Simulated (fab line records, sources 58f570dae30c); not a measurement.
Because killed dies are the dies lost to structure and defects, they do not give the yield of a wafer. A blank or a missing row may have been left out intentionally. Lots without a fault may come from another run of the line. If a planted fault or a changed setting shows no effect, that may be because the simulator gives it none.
Problem report in the 8D (eight disciplines) form, filled by code :: flow berkeley_cmos170 :: the parts of the form that need people (team, actions taken, sign-off) are left out

## 1. THE PROBLEM
Wafers without a fault read 120.0 W, standard deviation 0.39; bias_w at UCB170_M1_METAL_ETCH_12 reads a mean of 95.3 W on 6 wafers belonging to 2 lots. That puts it -63 standard deviations away from the usual mean.
The step: etches Al in Cl2/BCl3, stops on PSG, target depth 780 nm, time 130 s.
First seen on wafer L216.2, day 8 10:18, on rie_metal-03. The record holds 18 wafers of 6 lots with a number at this step. Rule for "out" (also "out of limits"): further than 4 standard deviations from the usual mean. Any other wafer with a number is counted as sound.

## 2. WHAT IT IS AND WHAT IT IS NOT
question: which readings at this step
is: bias_w
is not: drypump_motor_current_A, oes_product_au, throttle_valve_pct

question: which lots
is: L216, L220
is not: L212, L213, L229, L232

question: which wafers of those lots
is: all that have a number
is not: -

question: read on which tools
is: rie_metal-03
is not: rie_metal-04

question: when
is: from day 8 10:18
is not: up to then (6 sound wafers); but 6 sound wafers of L229, L232 came after

## 3. THE SUSPECTS, EACH WITH WHAT RULES IT OUT
Counting: a tool stays on the suspect list if, at a process step up to the reading, it processed all lots that are out and no sound lot following the first of them.
- rie_metal-03 at UCB170_M1_METAL_ETCH_12 (etches Al in Cl2/BCl3, stops on PSG, target depth 780 nm, time 130 s): kept. Every lot that is out went through it, starting with L216 (day 8 10:18), and after that it ran no sound lot; the last sound lot it ran before then is L213 (day 7 07:20). On those wafers its own readings are out: bias_w.
Remaining after the count: rie_metal-03 at UCB170_M1_METAL_ETCH_12.

## 4. THE CAUSE (what the simulator had put in)
rie_metal-03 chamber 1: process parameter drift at UCB170_M1_METAL_ETCH_12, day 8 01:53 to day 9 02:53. From 120, the setting bias_w moved by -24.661. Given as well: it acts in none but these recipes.
Counting left only this tool.

## 5. SEQUENCE OF EFFECTS, ordered by route
Each row: a reading where the mean over the struck wafers with a number is more than 3 standard deviations away from the usual. Only readings whose record carries a usual standard deviation are examined. hours: median over the lots of the time between each lot's start at the first step of this table that gives one and its start at this step. sigmas: the change, counted in usual standard deviations.
hours: 0
step: UCB170_M1_METAL_ETCH_12
reading: bias_w
usual: 120.0 W
on struck wafers: 95.3
change: -24.7
sigmas: -63
Its process steps:
- UCB170_M1_METAL_ETCH_12: etches Al in Cl2/BCl3, stops on PSG, target depth 780 nm, time 130 s.

## 6. HOW IT WOULD HAVE BEEN CAUGHT EARLIER
8 hours passed between the start of the fault at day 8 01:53 and the first reading out of limits in this record, taken at day 8 10:18.
